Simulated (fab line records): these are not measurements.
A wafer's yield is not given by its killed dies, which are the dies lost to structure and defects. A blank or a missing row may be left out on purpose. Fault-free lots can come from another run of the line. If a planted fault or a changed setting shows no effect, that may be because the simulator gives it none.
Split-lot experiment + flow ritCmos + route with 202 steps; 5 lots, 23 wafers read

## SPLIT DETAILS
At RIT_GATE_OXIDATION_05 (target thk 3 nm, ox time 270 s), the setting tempC was moved away from the recipe's 900 C on 5 of the 23 wafers read, by -1.8%. This setting was run at the recipe's value on the other wafers.

## FROM SPLIT TO READING: 1 step shown by the file between the two
- RIT_GATE_ANNEAL_06: time 600 s

## THE READING
At RIT_GATE_THK_MEAS_07: GATE_OXIDE_THK, given in nm. On this fab line, fault-free wafers typically give 3.04 nm with a standard deviation of 0.056 nm.

| wafer  | tool, chamber at the split | tempC as run, C | against the recipe | GATE_OXIDE_THK, nm | against lot-mates on the recipe |
|--------|----------------------------|-----------------|--------------------|--------------------|---------------------------------|
| L075.1 | -, -                       | 900             | recipe             | 3.09               | -                               |
| L075.2 | -, -                       | 900             | recipe             | 3.07               | -                               |
| L075.3 | -, -                       | 900             | recipe             | 2.99               | -                               |
| L075.5 | -, -                       | 900             | recipe             | 3.08               | -                               |
| L075.6 | -, -                       | 900             | recipe             | 3.05               | -                               |
| L076.1 | -, -                       | 883.5           | -1.8%              | 2.41               | no lot-mate on the recipe       |
| L076.2 | -, -                       | 883.5           | -1.8%              | 2.50               | no lot-mate on the recipe       |
| L076.3 | -, -                       | 883.5           | -1.8%              | 2.46               | no lot-mate on the recipe       |
| L076.4 | -, -                       | 883.5           | -1.8%              | 2.44               | no lot-mate on the recipe       |
| L076.6 | -, -                       | 883.5           | -1.8%              | 2.50               | no lot-mate on the recipe       |
| L077.1 | -, -                       | 900             | recipe             | 2.96               | -                               |
| L077.2 | -, -                       | 900             | recipe             | 3.07               | -                               |
| L077.3 | -, -                       | 900             | recipe             | 3.03               | -                               |
| L077.4 | -, -                       | 900             | recipe             | 3.01               | -                               |
| L077.6 | -, -                       | 900             | recipe             | 2.91               | -                               |
| L078.1 | -, -                       | 900             | recipe             | 3.01               | -                               |
| L078.2 | -, -                       | 900             | recipe             | 3.01               | -                               |
| L078.3 | -, -                       | 900             | recipe             | 2.98               | -                               |
| L078.4 | -, -                       | 900             | recipe             | 2.94               | -                               |
| L078.5 | -, -                       | 900             | recipe             | 2.98               | -                               |
| L080.1 | furnace-04, 0              | 900             | recipe             | 3.04               | -                               |
| L080.3 | furnace-04, 0              | 900             | recipe             | 3.08               | -                               |
| L080.6 | furnace-04, 0              | 900             | recipe             | 2.99               | -                               |

THE FIT
A straight line over all 23 wafers: GATE_OXIDE_THK changes by +0.302 nm for each +1% of tempC; r = +0.98; the points scatter about the line by 0.05 nm.
Too few moved wafers with a lot-mate on the recipe to fit a line net of each lot's own level.

## THE WHOLE CHAIN: every reading that the file lists as answering this split, in the file's order
| step                  | what it does                   | reading                                                                          | change (the file's fit)               | r (the file's) |
|-----------------------|--------------------------------|----------------------------------------------------------------------------------|---------------------------------------|----------------|
| RIT_GATE_OXIDATION_05 | target thk 3 nm, ox time 270 s | SiO2_of_GATE_OXIDATION_05.thkNm (the simulator's own value, which no gauge read) | +0.296 nm for each +1% of the setting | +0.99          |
| RIT_GATE_THK_MEAS_07  |                                | GATE_OXIDE_THK                                                                   | +0.302 for each +1% of the setting    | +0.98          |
| RIT_M1_PROBE_99       |                                | etest.pmos_0p3.rOnOhmUm (the simulator's own value, which no gauge read)         | +456 for each +1% of the setting      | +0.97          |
| RIT_M1_PROBE_99       |                                | etest.nmos_0p15.driveUaUm (the simulator's own value, which no gauge read)       | -45.3 for each +1% of the setting     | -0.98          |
| RIT_M1_PROBE_99       |                                | etest.nmos_0p3.driveUaUm (the simulator's own value, which no gauge read)        | -28.9 for each +1% of the setting     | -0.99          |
| RIT_M1_PROBE_99       |                                | etest.nmosNarrow.driveUaUm (the simulator's own value, which no gauge read)      | -29.7 for each +1% of the setting     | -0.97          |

## THE FILE'S OWN FIT
GATE_OXIDE_THK changes by +0.302 nm for each +1% of tempC, r = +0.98.
